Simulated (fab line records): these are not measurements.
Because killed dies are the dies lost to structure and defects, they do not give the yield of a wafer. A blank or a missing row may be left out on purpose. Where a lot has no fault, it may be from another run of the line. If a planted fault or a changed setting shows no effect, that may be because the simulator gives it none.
Split-lot experiment	flow rit-cmos	route with 202 steps; 5 lots, 23 wafers read

== THE SPLIT ITSELF ==
At RIT_NRETRO_COAT_01 (resist thk 1300 nm), the setting resist-thk-nm was moved away from the recipe's 1300 nm on 4 of the 23 wafers read, by +2.0% to +3.7%. This setting was run at the recipe's value on the other wafers.

== FROM THE SPLIT TO THE READING: what the file shows between them, 3 steps ==
- RIT_NRETRO_SOFTBAKE_02: time 60 s
- RIT_NRETRO_EXPOSE_03: exposes mask M4, target cd 43900 nm
- RIT_NRETRO_DEVELOP_05: develop time 68 s

== THE READING ==
NOVOLAK_of_NRETRO_COAT_01.thk-nm (the simulator's own value, which no gauge read), in nm, at RIT_NRETRO_HARDBAKE_07 (time 120 s). No usual value for it is given in the file. The 19 wafers here that ran the recipe average 1140 nm, standard deviation 2.7 nm.

wafer	tool, chamber at the split	resist-thk-nm as run, nm	against the recipe	NOVOLAK_of_NRETRO_COAT_01.thk-nm, nm	against lot-mates on the recipe
L075.2	litho-track-02, 0	1300	recipe	1143	-
L075.3	litho-track-02, 0	1300	recipe	1140	-
L075.4	litho-track-02, 0	1300	recipe	1140	-
L075.6	litho-track-02, 0	1300	recipe	1140	-
L075.5	litho-track-02, 0	1300	recipe	1138	-
L079.1	litho-track-04, 0	1326	+2.0%	1163	+23
L079.2	litho-track-04, 0	1326	+2.0%	1163	+23
L079.3	litho-track-04, 0	1300	recipe	1145	-
L079.4	litho-track-04, 0	1300	recipe	1137	-
L079.5	litho-track-04, 0	1300	recipe	1137	-
L081.2	litho-track-04, 0	1300	recipe	1145	-
L081.4	litho-track-04, 0	1300	recipe	1141	-
L081.5	litho-track-04, 0	1300	recipe	1137	-
L084.1	litho-track-01, 0	1300	recipe	1140	-
L084.3	litho-track-01, 0	1300	recipe	1140	-
L084.2	litho-track-01, 0	1300	recipe	1143	-
L084.5	litho-track-01, 0	1300	recipe	1141	-
L084.6	litho-track-01, 0	1300	recipe	1138	-
L085.1	litho-track-01, 0	1300	recipe	1138	-
L085.2	litho-track-01, 0	1348	+3.7%	1177	+39
L085.3	litho-track-01, 0	1300	recipe	1140	-
L085.4	litho-track-01, 0	1300	recipe	1135	-
L085.6	litho-track-01, 0	1348	+3.7%	1180	+42

THE FIT
A straight line over all 23 wafers: NOVOLAK_of_NRETRO_COAT_01.thk-nm changes by +10.7 nm for each +1% of resist-thk-nm; r = +0.98; the points scatter about the line by 2.6 nm.
The same after taking each lot's own level away (the mean of its wafers on the recipe; 23 wafers): +11.2 nm for each +1%; r = +0.98; scatter 2.4 nm.
That fit puts the effect of the largest move of resist-thk-nm on the reading at 41 nm.
The span of the lots' own levels, 1137.7 to 1141.0 nm, comes to 1.3 times the standard deviation stated above.
So the lot-to-lot level changes the slope little: the two slopes agree.
Check: for one of the wafers moved furthest among these (+3.7%), held out of the fit, the line's prediction against its lot-mates is +42.6 nm. Against them it came out at +39.3 nm.

== ADDITIONAL SPLITS CARRIED BY THESE WAFERS ==
Note: prior to the reading, these wafers also went through further splits. Each is held against what the fit with the lots' levels taken away leaves over:
other split on the same wafers	wafers away from the commonest value	r with NOVOLAK_of_NRETRO_COAT_01.thk-nm (lot level and that fit taken away)
RIT_ACTIVE_DEVELOP_10 develop-time-s	10	+0.22
RIT_FOX2_WET_ETCH_03 time-s	15	+0.03
RIT_NWELL_IMPLANT_08 energy-kev	7	-0.26

== THE WHOLE CHAIN: every reading that the file lists as answering this split, in the file's order ==
step	what it does	reading	change (the file's fit)	r (the file's)
RIT_NRETRO_COAT_01	resist thk 1300 nm	NOVOLAK_of_NRETRO_COAT_01.thk-nm (the simulator's own value, which no gauge read)	+13.1 nm for each +1% of the setting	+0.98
RIT_NRETRO_HARDBAKE_07	time 120 s	NOVOLAK_of_NRETRO_COAT_01.thk-nm (the simulator's own value, which no gauge read)	+11.3 nm for each +1% of the setting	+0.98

== THE FILE'S OWN FIT ==
NOVOLAK_of_NRETRO_COAT_01.thk-nm changes by +11.3 nm for each +1% of resist-thk-nm, r = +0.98.
